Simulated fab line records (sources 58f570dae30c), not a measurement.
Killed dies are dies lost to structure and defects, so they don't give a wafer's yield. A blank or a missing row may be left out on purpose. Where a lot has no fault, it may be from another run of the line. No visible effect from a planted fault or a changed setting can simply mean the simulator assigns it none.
Which tool is to blame? :: flow berkeley-cmos170 :: 7 lots, 21 wafers sampled, at 2 steps of a route of 331

## WHAT EACH GAUGE READ, for each wafer
UCB170_PVT_TW_MEAS_09.
lot: L165
measured: day 6 02:48
on: film-metro-02
PVT_TW: 510 507 507

lot: L167
measured: day 6 21:20
on: film-metro-04
PVT_TW: 503 503 503

lot: L172
measured: day 8 00:04
on: film-metro-03
PVT_TW: 499 500 499

lot: L173
measured: day 7 23:58
on: film-metro-04
PVT_TW: 506 507 503

lot: L177
measured: day 9 05:25
on: film-metro-04
PVT_TW: 503 503 503

lot: L180
measured: day 9 15:48
on: film-metro-02
PVT_TW: 469 473 470

lot: L183
measured: day 10 11:29
on: film-metro-04
PVT_TW: 460 462 462

## WHICH TOOL RAN EACH LOT (tool, then ch and the chambers of the sampled wafers, then the start)
lot: L165
UCB170_PVT_IMPLANT_07: implanter-01 ch 0, day 6 02:33

lot: L167
UCB170_PVT_IMPLANT_07: implanter-03 ch 0, day 6 21:07

lot: L172
UCB170_PVT_IMPLANT_07: implanter-01 ch 0, day 7 23:51

lot: L173
UCB170_PVT_IMPLANT_07: implanter-03 ch 0, day 7 23:43

lot: L177
UCB170_PVT_IMPLANT_07: implanter-01 ch 0, day 9 05:11

lot: L180
UCB170_PVT_IMPLANT_07: implanter-01 ch 0, day 9 15:33

lot: L183
UCB170_PVT_IMPLANT_07: implanter-01 ch 0, day 10 11:15
- UCB170_PVT_IMPLANT_07

## THE ANSWER, worked out from the rows above alone
Rule: what is usual is taken from the lots themselves. The widest of any qualifying gaps counts: lots, ordered by their means at a reading, are off when they make up no more than a third of the lots, leave a main group of 4 or more, and stand apart from it by 3 or more times the standard deviation of that group's means. The tables above print the reading to a certain number of digits; a main group whose means all agree to those digits is not used. Also off: a lot with no number at a reading for which 4 or more lots have one. Where the step has rows for the other lots, those lots are counted as sound.
Off: L180, L183, seen at UCB170_PVT_TW_MEAS_09 (PVT_TW). Mean 504 and standard deviation 2.9 in the main group.
If a tool, at a process step before that reading, ran all the lots that are off and no sound lot after the first of them, it fits. The gauges at UCB170_PVT_TW_MEAS_09 are tried like those tools. One fits: UCB170_PVT_IMPLANT_07 on implanter-01. Its last sound lot is L177 (day 9 05:11), its first lot that is off L180 (day 9 15:33): a fault that began between those two fits.

## WHAT THE SIMULATOR HAD PUT IN
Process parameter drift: implanter-01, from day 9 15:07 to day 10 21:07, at UCB170_PVT_IMPLANT_07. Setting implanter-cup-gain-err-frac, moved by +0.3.
Lots struck among those shown: L180, L183. This agrees with what the rule above found.
